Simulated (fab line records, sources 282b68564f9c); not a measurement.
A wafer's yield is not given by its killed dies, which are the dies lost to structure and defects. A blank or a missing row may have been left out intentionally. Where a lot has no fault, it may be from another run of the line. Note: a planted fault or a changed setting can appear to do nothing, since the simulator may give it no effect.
Which of the tools did it? || flow ritCmos || Sampling: 7 lots, 21 wafers, 2 of 202 route steps

WHAT THE GAUGES READ, wafer by wafer
RIT_FOX2_THK_MEAS_01.
{"lot": "L809", "measured": "day 2 04:31", "on": "filmMetro-01", "FOX2_OXIDE_THK (nm)": "351 348 352"}
{"lot": "L811", "measured": "day 2 14:26", "on": "filmMetro-02", "FOX2_OXIDE_THK (nm)": "356 358 354"}
{"lot": "L814", "measured": "day 3 06:26", "on": "filmMetro-03", "FOX2_OXIDE_THK (nm)": "339 350 345"}
{"lot": "L817", "measured": "day 3 21:25", "on": "filmMetro-03", "FOX2_OXIDE_THK (nm)": "340 347 345"}
{"lot": "L820", "measured": "day 4 11:28", "on": "filmMetro-01", "FOX2_OXIDE_THK (nm)": "376 374 377 376 374 377"}
{"lot": "L822", "measured": "day 4 21:49", "on": "filmMetro-03", "FOX2_OXIDE_THK (nm)": "379 379 376 379 379 375"}
{"lot": "L829", "measured": "day 6 11:02", "on": "filmMetro-01", "FOX2_OXIDE_THK (nm)": "346 344 339"}

EACH LOT AND THE TOOL THAT RAN IT (in order: tool; ch and the chambers of the sampled wafers; start)
{"lot": "L809", "RIT_FOX2_OXIDATION_00": "furnace-03 ch 0, day 2 03:13"}
{"lot": "L811", "RIT_FOX2_OXIDATION_00": "furnace-01 ch 0, day 2 13:07"}
{"lot": "L814", "RIT_FOX2_OXIDATION_00": "furnace-03 ch 0, day 3 05:08"}
{"lot": "L817", "RIT_FOX2_OXIDATION_00": "furnace-03 ch 0, day 3 20:07"}
{"lot": "L820", "RIT_FOX2_OXIDATION_00": "furnace-03 ch 0, day 4 10:08"}
{"lot": "L822", "RIT_FOX2_OXIDATION_00": "furnace-03 ch 0, day 4 20:30"}
{"lot": "L829", "RIT_FOX2_OXIDATION_00": "furnace-01 ch 0, day 6 09:42"}
- RIT_FOX2_OXIDATION_00: target thk 350.7 nm, ox time 1130 s.

THE ANSWER, worked out from the rows above alone
Rule: the usual values come from the lots themselves. The widest of any qualifying gaps counts: lots, ordered by their means at a reading, are off when they make up no more than a third of the lots, leave a main group of 4 or more, and stand apart from it by 3 or more times the standard deviation of that group's means. A main group whose means are all the same, to the digits that the tables above print for the reading, isn't used. A lot without any number at a reading at which 4 lots or more have one is off too. Where the step has rows for the other lots, those lots are counted as sound.
Off: L820, L822, seen at RIT_FOX2_THK_MEAS_01 (FOX2_OXIDE_THK). The main group: mean 348 nm, standard deviation 4.9.
A tool fits if, at a process step before that reading, it ran every lot that is off, and no sound lot after the first of them. The gauges at RIT_FOX2_THK_MEAS_01 are tried like those tools. One fits: RIT_FOX2_OXIDATION_00 on furnace-03. A fault onset in the window from L817 (day 3 20:07, its last sound lot) to L820 (day 4 10:08, its first lot off) fits.

WHAT WAS PUT IN BY THE SIMULATOR
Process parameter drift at RIT_FOX2_OXIDATION_00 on furnace-03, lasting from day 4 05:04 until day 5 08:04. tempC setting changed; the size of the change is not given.
Lots struck among those shown: L820, L822. The rule above reached the same finding.
